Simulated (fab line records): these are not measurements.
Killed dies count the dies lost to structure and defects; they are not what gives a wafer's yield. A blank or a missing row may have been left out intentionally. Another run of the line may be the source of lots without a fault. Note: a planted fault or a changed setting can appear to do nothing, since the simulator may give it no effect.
fab line records	flow berkeley_cmos170
record lots=14	wafers=42	last_day=13
route steps=331 shown PFIELD@88 CONTACT@217 M1@239 V1@258
lots untouched by any fault: they come from a run of this same line in which no faults occurred
start_h: start of the lot's first displayed wafer, in hours after the record's first day	wait_h: how many hours have passed since the lot's step before this one	" unchanged from the row above	L1.1+2: a single row standing in for several wafers	- value missing, or start not given	* or withheld: withheld	< > ~ a bound
route shown NAME@n: a module of which the file shows steps, and the number in the route of the first	usual: mean/standard deviation of fault-free wafers	same: alike in all rows	chamber/n: place in a boat	sites: per-site readings	_std_site: the standard deviation of these	_edge_site: outer sites' mean less inner sites'	radius_mm: how far each site lies from the wafer's centre	mask NAME#n: copy n	behind: tool/chamber where the wafer was last shaped	hold: reason for holding the lot/hours on hold/outcome of the hold	device: transistor that didn't switch, given as n, p or np	end of line: tests run on the same wafers once the route is complete	step lacking rows: just its recipe	killed: dies lost to structure and defects at the first sort, not the wafer's yield	map: per-die view of a wafer (x killed, . not killed, _ where there is no die)
set.NAME: the setting that was run; set.NAME@STEP: the one run at that earlier step	model.NAME: the simulator's own value behind a step, which no gauge read
steps of the route over a sample of lots; a table a step, a row a wafer
services: from which hour (start_h, from the record's first day; less than 0 if before it) a tool's chamber was out of use, for how many hours, and why
## steps
# step UCB170_PFIELD_TW_MEAS_09
# usual PFIELD_TW=604/5.4
lot.wafer	tool	chamber	start_h	wait_h	PFIELD_TW
L664.1	film_metro-04	-	114.91	0.1	596
L664.4	"	-	"	"	595
L664.6	"	-	"	"	593
L665.2	film_metro-01	-	115.20	0.1	607
L665.4	"	-	"	"	610
L665.6	"	-	"	"	613
L663.1	film_metro-04	-	115.34	0.1	595
L663.4	"	-	"	"	599
L663.6	"	-	"	"	599
L674.2	film_metro-03	-	161.19	0.1	605
L674.4	"	-	"	"	603
L674.6	"	-	"	"	604
L673.1	film_metro-03	-	161.45	0.1	599
L673.3	"	-	"	"	599
L673.5	"	-	"	"	604
L676.2	film_metro-03	-	161.64	0.1	603
L676.4	"	-	"	"	602
L676.5	"	-	"	"	603
L675.1	film_metro-03	-	161.69	0.1	601
L675.4	"	-	"	"	598
L675.6	"	-	"	"	600
L679.1	film_metro-03	-	188.18	0.1	603
L679.3	"	-	"	"	602
L679.5	"	-	"	"	603
L681.3	film_metro-03	-	188.48	0.1	606
L681.4	"	-	"	"	606
L681.6	"	-	"	"	602
L680.2	film_metro-03	-	188.74	0.1	606
L680.3	"	-	"	"	606
L680.4	"	-	"	"	604
L682.1	film_metro-01	-	200.74	0.1	612
L682.3	"	-	"	"	611
L682.5	"	-	"	"	609
L684.1	film_metro-01	-	201.64	0.1	612
L684.3	"	-	"	"	614
L684.4	"	-	"	"	611
L683.2	film_metro-04	-	201.78	0.1	599
L683.5	"	-	"	"	602
L683.6	"	-	"	"	598
L685.2	film_metro-01	-	212.22	0.1	614
L685.3	"	-	"	"	614
L685.6	"	-	"	"	613
# step UCB170_CONTACT_CVD_01
# recipe material=PSG	target_thk_nm=700	temp_c=450	precursor=SiH4/O2/PH3	time_s=2820	pressure_mtorr=300	sih4_flow_sccm=60	o2_flow_sccm=90	ph3_flow_sccm=25
# usual sih4_flow_sccm=60.03/0.17	spike_tc_source_C=464.8/2.6	susceptor_temp_C=450.05/0.22
lot.wafer	tool	chamber	start_h	wait_h	sih4_flow_sccm	spike_tc_source_C	susceptor_temp_C
L664.1	lpcvd-02	0	189.08	0.0	60.00	466.2	449.97
L664.4	"	0	"	"	59.96	467.4	449.90
L664.6	"	0	"	"	59.91	466.0	449.89
L665.2	lpcvd-01	1	189.34	0.0	60.03	466.1	449.98
L665.4	"	1	"	"	60.06	464.5	450.25
L665.6	"	1	"	"	59.99	465.7	449.98
L663.1	lpcvd-02	1	190.86	0.7	60.23	461.4	449.78
L663.4	"	1	"	"	60.22	463.2	450.40
L663.6	"	1	"	"	60.40	462.1	450.23
L673.1	lpcvd-01	1	237.39	0.0	30.15	465.4	450.34
L673.3	"	1	"	"	30.34	464.0	450.03
L673.5	"	1	"	"	30.09	465.0	450.31
L674.2	lpcvd-01	1	237.39	0.0	30.35	466.3	450.08
L674.4	"	1	"	"	29.97	464.2	450.14
L674.6	"	1	"	"	30.14	463.5	449.88
L675.1	lpcvd-02	0	241.46	0.0	59.92	467.6	449.76
L675.4	"	0	"	"	59.97	468.1	449.79
L675.6	"	0	"	"	60.36	466.6	449.86
L676.2	lpcvd-02	1	241.46	0.0	59.91	463.0	450.19
L676.4	"	1	"	"	60.05	462.8	449.99
L676.5	"	1	"	"	60.08	461.9	450.33
L680.2	lpcvd-02	0	266.37	0.0	60.43	466.3	449.93
L680.3	"	0	"	"	59.96	467.4	450.37
L680.4	"	0	"	"	59.99	467.2	450.44
L681.3	lpcvd-02	1	266.37	0.0	60.23	462.1	450.07
L681.4	"	1	"	"	59.95	463.4	450.07
L681.6	"	1	"	"	59.77	460.5	450.07
L679.1	lpcvd-02	0	268.15	1.3	60.01	467.2	450.63
L679.3	"	0	"	"	59.97	468.3	449.98
L679.5	"	0	"	"	60.12	468.4	450.19
L682.1	lpcvd-02	1	284.29	0.8	59.95	461.3	450.10
L682.3	"	1	"	"	60.08	460.8	449.83
L682.5	"	1	"	"	59.89	461.3	450.23
L683.2	lpcvd-02	1	284.29	0.6	59.55	461.4	450.42
L683.5	"	1	"	"	59.87	460.6	450.49
L683.6	"	1	"	"	59.77	461.9	450.43
L684.1	lpcvd-02	1	284.29	0.9	59.90	461.9	450.01
L684.3	"	1	"	"	59.77	462.1	449.99
L684.4	"	1	"	"	59.94	463.9	450.34
L685.2	lpcvd-02	0	284.29	0.6	59.84	467.0	449.80
L685.3	"	0	"	"	60.10	467.6	450.36
L685.6	"	0	"	"	59.97	468.3	449.84
# step UCB170_CONTACT_THK_MEAS_02
# recipe reads=PSG_of_CONTACT_CVD_01
# usual CONTACT_PSG_THK=700/7.7
lot.wafer	tool	chamber	start_h	wait_h	hold	CONTACT_PSG_THK[nm]
L664.1	film_metro-02	-	190.86	0.0	-	696
L664.4	"	-	"	"	-	693
L664.6	"	-	"	"	-	688
L665.2	film_metro-01	-	191.13	0.0	-	709
L665.4	"	-	"	"	-	711
L665.6	"	-	"	"	-	708
L663.1	film_metro-02	-	192.70	0.1	-	705
L663.4	"	-	"	"	-	703
L663.6	"	-	"	"	-	706
L673.1	film_metro-04	-	239.18	0.0	await_dispo/0.2h/release	572
L673.3	"	-	"	"	await_dispo/0.2h/release	572
L673.5	"	-	"	"	await_dispo/0.2h/release	569
L673.1	film_metro-04	-	239.40	0.2	-	572
L673.3	"	-	"	"	-	572
L673.5	"	-	"	"	-	570
L674.2	film_metro-02	-	239.19	0.0	await_dispo/0.2h/release	572
L674.4	"	-	"	"	await_dispo/0.2h/release	576
L674.6	"	-	"	"	await_dispo/0.2h/release	575
L674.2	film_metro-02	-	239.41	0.2	-	572
L674.4	"	-	"	"	-	576
L674.6	"	-	"	"	-	574
L675.1	film_metro-04	-	243.24	0.0	-	701
L675.4	"	-	"	"	-	698
L675.6	"	-	"	"	-	695
L676.2	film_metro-04	-	243.31	0.1	-	709
L676.4	"	-	"	"	-	706
L676.5	"	-	"	"	-	703
L680.2	film_metro-01	-	268.16	0.0	-	690
L680.3	"	-	"	"	-	694
L680.4	"	-	"	"	-	700
L681.3	film_metro-02	-	268.17	0.0	-	700
L681.4	"	-	"	"	-	697
L681.6	"	-	"	"	-	699
L679.1	film_metro-02	-	269.94	0.0	-	707
L679.3	"	-	"	"	-	709
L679.5	"	-	"	"	-	711
L682.1	film_metro-01	-	286.07	0.0	-	711
L682.3	"	-	"	"	-	702
L682.5	"	-	"	"	-	711
L684.1	film_metro-02	-	286.07	0.0	-	708
L684.3	"	-	"	"	-	701
L684.4	"	-	"	"	-	703
L683.2	film_metro-02	-	286.14	0.1	-	711
L683.5	"	-	"	"	-	702
L683.6	"	-	"	"	-	704
L685.2	film_metro-04	-	286.14	0.1	-	706
L685.3	"	-	"	"	-	707
L685.6	"	-	"	"	-	708
# step UCB170_CONTACT_ETCH_18
# recipe chemistry=CHF3/CF4/Ar	target=PSG	stop_on=TiSi2	CHF3_flow_sccm=45	cf4_flow_sccm=15	Ar_flow_sccm=150	pressure_mtorr=200	rf_w=700	target_depth_a=8400	over_etch_frac=0.2	time_s=195
# usual drypump_motor_current_A=5.7/0.49	oes_product_au=0.893/0.016	throttle_valve_pct=6.93/0.096
lot.wafer	tool	chamber	start_h	wait_h	drypump_motor_current_A	oes_product_au	rf_hours_counter_h	throttle_valve_pct
L664.1	rie_diel-04	0	-	-	5.7	0.876	3	7.00
L664.4	"	1	"	"	5.9	0.873	10	6.89
L664.6	"	3	"	"	6.2	0.899	-	7.10
L665.2	rie_diel-04	0	-	-	5.7	0.890	3	6.99
L665.4	"	3	"	"	6.2	0.908	8	7.08
L665.6	"	3	"	"	6.2	0.909	-	7.06
L663.1	rie_diel-03	2	-	-	6.4	0.901	17	6.84
L663.4	"	0	"	"	6.0	0.865	37	6.73
L663.6	"	2	"	"	6.4	0.896	-	6.86
L673.1	rie_diel-01	3	-	-	4.8	0.798	20	6.82
L673.3	"	1	"	"	4.6	0.819	11	6.99
L673.5	"	1	"	"	4.6	0.813	-	7.00
L674.2	rie_diel-04	3	-	-	6.1	0.815	10	7.09
L674.4	"	1	"	"	6.0	0.798	13	6.90
L674.6	"	1	"	"	5.9	0.788	-	6.90
L676.2	rie_diel-01	0	-	-	5.6	0.883	71	6.83
L676.4	"	1	"	"	4.6	0.922	12	6.99
L676.5	"	3	"	"	4.9	0.893	-	6.83
L675.1	rie_diel-03	0	-	-	5.9	0.875	39	6.73
L675.4	"	3	"	"	5.0	0.885	7	6.95
L675.6	"	0	"	"	6.0	0.863	-	6.74
L681.3	rie_diel-04	1	-	-	6.0	0.889	14	6.90
L681.4	"	0	"	"	5.7	0.876	7	6.99
L681.6	"	1	"	"	5.9	0.883	-	6.89
L680.2	rie_diel-03	1	-	-	5.6	0.885	13	6.98
L680.3	"	0	"	"	6.0	0.864	40	6.75
L680.4	"	3	"	"	5.0	0.872	9	6.94
L679.1	rie_diel-03	2	-	-	6.4	0.896	21	6.85
L679.3	"	0	"	"	6.0	0.871	40	6.71
L679.5	"	2	"	"	6.4	0.903	-	6.86
L684.1	rie_diel-04	3	-	-	6.2	0.908	12	7.09
L684.3	"	2	"	"	6.0	0.919	62	7.00
L684.4	"	0	"	"	5.7	0.889	8	7.00
L682.1	rie_diel-01	3	-	-	4.8	0.906	22	6.82
L682.3	"	0	"	"	5.6	0.885	72	6.81
L682.5	"	2	"	"	6.1	0.906	-	6.95
L685.2	rie_diel-04	2	-	-	6.1	0.920	63	6.99
L685.3	"	0	"	"	5.7	0.886	8	7.01
L685.6	"	2	"	"	6.0	0.925	-	6.99
L683.2	rie_diel-04	1	-	-	6.0	0.886	15	6.91
L683.5	"	0	"	"	5.7	0.877	-	7.00
L683.6	"	3	"	"	6.2	0.904	-	7.09
# step UCB170_M1_RS_MEAS_01
# recipe thk_meas_gauge=four-point-probe	reads=Al_of_M1_SPUTTER_00
# usual M1_AL_RS=0.0487/0.00044
lot.wafer	tool	chamber	start_h	wait_h	M1_AL_RS[ohm/sq]
L664.1	film_metro-04	-	193.47	0.0	0.0486
L664.4	"	-	"	"	0.0493
L664.6	"	-	"	"	0.0491
L665.2	film_metro-02	-	194.23	0.1	0.0486
L665.4	"	-	"	"	0.0490
L665.6	"	-	"	"	0.0483
L663.1	film_metro-03	-	198.16	0.0	0.0490
L663.4	"	-	"	"	0.0488
L663.6	"	-	"	"	0.0485
L673.1	film_metro-03	-	244.60	0.0	0.0495
L673.3	"	-	"	"	0.0491
L673.5	"	-	"	"	0.0495
L674.2	film_metro-04	-	246.62	0.2	0.0488
L674.4	"	-	"	"	0.0486
L674.6	"	-	"	"	0.0487
L676.2	film_metro-02	-	247.63	0.1	0.0482
L676.4	"	-	"	"	0.0482
L676.5	"	-	"	"	0.0485
L675.1	film_metro-03	-	247.72	0.0	0.0487
L675.4	"	-	"	"	0.0487
L675.6	"	-	"	"	0.0481
L681.3	film_metro-04	-	271.20	0.1	0.0486
L681.4	"	-	"	"	0.0487
L681.6	"	-	"	"	0.0486
L680.2	film_metro-03	-	271.60	0.1	0.0489
L680.3	"	-	"	"	0.0486
L680.4	"	-	"	"	0.0486
L679.1	film_metro-04	-	272.73	0.0	0.0491
L679.3	"	-	"	"	0.0485
L679.5	"	-	"	"	0.0488
L684.1	film_metro-02	-	289.91	0.0	0.0482
L684.3	"	-	"	"	0.0483
L684.4	"	-	"	"	0.0488
L682.1	film_metro-02	-	290.27	0.0	0.0485
L682.3	"	-	"	"	0.0490
L682.5	"	-	"	"	0.0487
L685.2	film_metro-03	-	291.13	0.1	0.0484
L685.3	"	-	"	"	0.0485
L685.6	"	-	"	"	0.0487
L683.2	film_metro-02	-	292.57	0.1	0.0482
L683.5	"	-	"	"	0.0481
L683.6	"	-	"	"	0.0488
# step UCB170_V1_THK_MEAS_04
# recipe reads=SiO2_of_V1_CVD_00
# usual V1_POLISHED_THK=999.9/0.87
lot.wafer	tool	chamber	start_h	wait_h	V1_POLISHED_THK[nm]
L664.1	film_metro-01	-	199.53	0.1	1000.7
L664.4	"	-	"	"	999.8
L664.6	"	-	"	"	1000.1
L665.2	film_metro-01	-	200.93	0.1	1000.5
L665.4	"	-	"	"	1000.5
L665.6	"	-	"	"	999.3
L663.1	film_metro-04	-	204.87	0.1	1000.1
L663.4	"	-	"	"	999.2
L663.6	"	-	"	"	1000.5
L673.1	film_metro-03	-	249.13	0.1	999.8
L673.3	"	-	"	"	1000.1
L673.5	"	-	"	"	1000.3
L674.2	film_metro-01	-	250.47	0.1	1000.5
L674.4	"	-	"	"	999.9
L674.6	"	-	"	"	1000.3
L676.2	film_metro-04	-	251.80	0.1	998.5
L676.4	"	-	"	"	999.2
L676.5	"	-	"	"	1000.3
L675.1	film_metro-01	-	251.84	0.1	999.8
L675.4	"	-	"	"	1000.3
L675.6	"	-	"	"	1001.0
L681.3	film_metro-04	-	284.54	0.1	999.4
L681.4	"	-	"	"	1000.2
L681.6	"	-	"	"	1000.0
L680.2	film_metro-01	-	284.83	0.1	999.8
L680.3	"	-	"	"	999.7
L680.4	"	-	"	"	1000.0
L679.1	film_metro-04	-	285.12	0.1	998.5
L679.3	"	-	"	"	998.2
L679.5	"	-	"	"	999.9
L684.1	film_metro-01	-	295.12	0.1	1000.5
L684.3	"	-	"	"	1000.5
L684.4	"	-	"	"	1000.0
L682.1	film_metro-04	-	296.46	0.1	998.8
L682.3	"	-	"	"	1000.5
L682.5	"	-	"	"	998.9
L685.2	film_metro-01	-	297.07	0.1	999.0
L685.3	"	-	"	"	998.7
L685.6	"	-	"	"	999.3
L683.2	film_metro-04	-	297.37	0.1	998.9
L683.5	"	-	"	"	999.1
L683.6	"	-	"	"	1000.7
## services
tool	chamber	start_h	hours	kind
rie_diel-03	0	166.90	8.7	repair
rie_diel-04	-	169.10	1.5	repair
rie_diel-01	0	171.36	4.5	repair
rie_diel-01	2	196.39	4.4	repair
rie_diel-03	0	219.39	8.2	repair
lpcvd-01	-	226.80	1.9	repair
rie_diel-04	2	228.86	10.7	repair
rie_diel-03	2	237.87	3.4	repair
rie_diel-01	3	243.70	1.4	repair
rie_diel-04	-	248.47	0.9	repair
rie_diel-01	-	268.60	15.6	pm
## key
first_sign step=UCB170_CONTACT_CVD_01	reading=sih4_flow_sccm	direction=down	sigmas=99+	usual=60.03	struck=30.17
effect step=UCB170_CONTACT_THK_MEAS_02	reading=visit	direction=added
effect step=UCB170_CONTACT_THK_MEAS_02	reading=CONTACT_PSG_THK	direction=down	sigmas=17	usual=700	struck=573
effect step=UCB170_CONTACT_ETCH_18	reading=oes_product_au	direction=down	sigmas=5.5	usual=0.893	struck=0.805
met_at UCB170_CONTACT_CVD_01
struck_lots L673,L674
tester_left_out L673,L674
not_acting_at UCB170_PFIELD_TW_MEAS_09,UCB170_M1_RS_MEAS_01,UCB170_V1_THK_MEAS_04
onset_between 189.34 237.39
fault kind=process_parameter_drift	tool=lpcvd-01	chamber=-	onset_h=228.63	steps=UCB170_CONTACT_CVD_01	channel=sih4_flow_sccm	offset=-30	shape=step	end_h=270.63	acts_in=these_recipes_only	stated=60
# tester_left_out: of these lots the tester's yield and bins aren't shown, on N5 and GAA mostly nor the transistor test; their killed dies are dies lost to structure and defects alone, not to doping, threshold or leakage, so they don't give the yield
